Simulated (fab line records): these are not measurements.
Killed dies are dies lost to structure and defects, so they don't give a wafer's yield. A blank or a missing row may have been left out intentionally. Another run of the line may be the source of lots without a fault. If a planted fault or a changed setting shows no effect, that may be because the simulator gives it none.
Struck lot and sound lot, side by side || flow berkeley cmos170 || 13 steps out of a route of 331
Sound: these wafers, L651.1, L651.4, L651.5. The struck wafers were L661.1, L661.2, L661.4. The cause is given at the end.
At each step with rows: each side's tool, then ch and its chambers, then its first start. Under that, the readings that differ: sound wafers || struck wafers || difference of the means || sigmas: that difference in standard deviations of wafers without a fault.
alike: readings whose means differ by less than 2 such deviations, and words and numbers that are the same on both sides. not compared: withheld readings, readings that some wafer has no value for, bounds like >300 that may hide the same value, and numbers for which the record gives no deviation and whose values overlap.
Wherever a step has rows on one side only, a row that says differs or no value, or a row with sigmas, the two part there. Numbers that don't overlap but have no deviation are shown without sigmas and don't part them. Lack of a reading on every wafer of one side parts them only where that side has two or more wafers.

first, 2 steps without rows for these wafers: UCB170_NLDD_PEB_04; UCB170_NLDD_DEVELOP_05 (develop time 45 s).
UCB170_NLDD_CD_MEAS_06: target cd 1200 nm.
  sound on cd sem-02 at day 6 07:47; struck on cd sem-01 at day 9 00:57
  alike: cd nm
UCB170_NLDD_OVL_MEAS_07:
  sound on overlay-02 at day 6 07:54; struck on overlay-02 at day 9 01:05
  alike: NLDD_OVL
then, 2 steps without rows for these wafers: UCB170_NLDD_IMPLANT_08; UCB170_NLDD_IMPLANT_09.
UCB170_NLDD_STRIP_10: strips in O2.
  sound on plasma asher-01 ch 1, day 6 08:14; struck on plasma asher-01 ch 0,1, day 9 01:26
{"reading": "strip time to endpoint s (s)", "sound": "21.64 21.70 21.75", "struck": "21.53 21.50 21.55", "difference": -0.17, "sigmas": -2}
  alike: drypump motor current A, oes product au
  not compared: rf hours counter h
UCB170_NLDD_TW_MEAS_11:
  sound on film metro-03 at day 6 08:20; struck on film metro-03 at day 9 01:33
  alike: NLDD_TW
then, 1 step without rows for these wafers: UCB170_NLDD_CLEAN_12 (cleans in SPM, time 600 s).
UCB170_SPACER_CVD_00: deposits SiO2 from TEOS/O2, target thk 376 nm, time 47 s.
  sound on pecvd-04 ch 0,1,2, day 6 08:34; struck on pecvd-02 ch 0,1,2, day 9 02:05
  alike: heater power w
UCB170_SPACER_THK_MEAS_01:
  sound on film metro-02 at day 6 08:37; struck on film metro-02 at day 9 02:07
  alike: SPACER_TEOS_THK
then, 1 step without rows for these wafers: UCB170_SPACER_ANNEAL_02 (time 1800 s).
UCB170_SPACER_ETCHBACK_03: etches SiO2 in CHF3/CF4/Ar, stops on Si, target depth 376 nm, time 100 s.
  sound on rie diel-03 ch 0,2,3, day 6 12:43; struck on rie diel-03 ch 0,1,3, day 9 04:36
{"reading": "oes product au (a.u.)", "sound": "0.874 0.901 0.919", "struck": "0.826 0.851 0.867", "difference": -0.050, "sigmas": -3}
{"reading": "model.etch.depth nm (nm)", "sound": "370.3 374.7 382.5", "struck": "339.6 342 348.3", "difference": -32.5, "sigmas": ""}
  alike: drypump motor current A, mfc ar sccm, throttle valve pct
  not compared: rf hours counter h

WHERE THEY PART
First at UCB170_NLDD_STRIP_10; last, within this record, at UCB170_SPACER_ETCHBACK_03.

WHY: whatever the simulator had introduced
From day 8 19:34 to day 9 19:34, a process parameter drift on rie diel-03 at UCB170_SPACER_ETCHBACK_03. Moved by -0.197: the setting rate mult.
